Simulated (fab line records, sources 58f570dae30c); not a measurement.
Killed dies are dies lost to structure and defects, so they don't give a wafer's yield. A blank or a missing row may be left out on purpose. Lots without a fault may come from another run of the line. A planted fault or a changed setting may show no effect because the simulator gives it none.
A struck lot beside a sound one | flow berkeley_cmos170 | 14 steps out of a route of 331
Sound: wafers L927.4, L927.5, L927.6. Struck: wafers L922.2, L922.3, L922.4. The cause comes at the end.
At each step with rows: each side's tool, then ch and its chambers, then its first start. Under that, the readings that differ: sound wafers | struck wafers | difference of the means | sigmas: that difference in standard deviations of wafers without a fault.
alike: readings whose means differ by less than 2 such deviations, and words and numbers that are the same on both sides. not compared: withheld readings, readings that some wafer has no value for, bounds like >300 that may hide the same value, and numbers for which the record gives no deviation and whose values overlap.
The two part at a step that has a row with sigmas, a row that says differs or no value, or rows on one side only. Numbers that don't overlap but have no deviation are shown without sigmas and don't part them. A reading that every wafer of one side lacks parts them only if that side has two wafers or more.

first, 1 step without rows for these wafers: UCB170_NLDD_IMPLANT_09.
UCB170_NLDD_STRIP_10: strips in O2.
  sound on plasma_asher-04 ch 0,1, day 9 15:49; struck on plasma_asher-02 ch 0,1, day 8 10:22
  reading                      | sound             | struck            | difference | sigmas
  drypump_motor_current_A (A)  | 6.3 6.3 5.9       | 5.2 5.5 5.2       | -0.9       | -2
  strip_time_to_endpoint_s (s) | 21.57 21.55 21.56 | 21.76 21.72 21.74 | +0.18      | +2
  alike: chamber_pressure_mTorr, o2_flow_sccm, oes_product_au
  not compared: rf_hours_counter_h
UCB170_NLDD_TW_MEAS_11:
  sound on film_metro-03, day 9 15:55; struck on film_metro-03, day 8 10:29
  alike: NLDD_TW
then, 1 step without rows for these wafers: UCB170_NLDD_CLEAN_12 (cleans in SPM, time 600 s).
UCB170_SPACER_CVD_00: deposits SiO2 from TEOS/O2, target thk 376 nm, time 47 s.
  sound on pecvd-01 ch 0,1,2, day 9 16:11; struck on pecvd-02 ch 0,2, day 8 10:43
  alike: heater_power_w
UCB170_SPACER_THK_MEAS_01:
  sound on film_metro-02, day 9 16:14; struck on film_metro-02, day 8 10:46
  alike: SPACER_TEOS_THK
then, 1 step without rows for these wafers: UCB170_SPACER_ANNEAL_02 (time 1800 s).
UCB170_SPACER_ETCHBACK_03: etches SiO2 in CHF3/CF4/Ar, stops on Si, target depth 376 nm, time 100 s.
  sound on rie_diel-02 ch 1,2,3, day 9 23:25; struck on rie_diel-02 ch 0,1,2, day 8 13:38
  alike: chamber_pressure_mTorr, drypump_motor_current_A, oes_product_au, throttle_valve_pct
  not compared: rf_hours_counter_h
then, 4 steps without rows for these wafers: UCB170_PSD_HMDS_00 (prime time 60 s); UCB170_PSD_COAT_01 (resist thk 900 nm); UCB170_PSD_SOFTBAKE_02 (time 60 s); UCB170_PSD_EXPOSE_03 (exposes mask PSELECT MOD, target cd 1200 nm).
UCB170_PSD_PEB_04:
  sound on litho_track-01 ch 0, day 10 01:50; struck on litho_track-03, day 8 16:00
  no value came back on the struck wafers for chill_plate_temp_C (C), exhaust_pa (Pa), plate_temp_C (C); on the sound wafers chill_plate_temp_C (C) reads 22.88 22.95 22.93
then, 1 step without rows for these wafers: UCB170_PSD_DEVELOP_05 (develop time 45 s).

WHERE THEY PART
First at UCB170_NLDD_STRIP_10; last, within this record, at UCB170_PSD_PEB_04.

WHY: what the simulator had put in
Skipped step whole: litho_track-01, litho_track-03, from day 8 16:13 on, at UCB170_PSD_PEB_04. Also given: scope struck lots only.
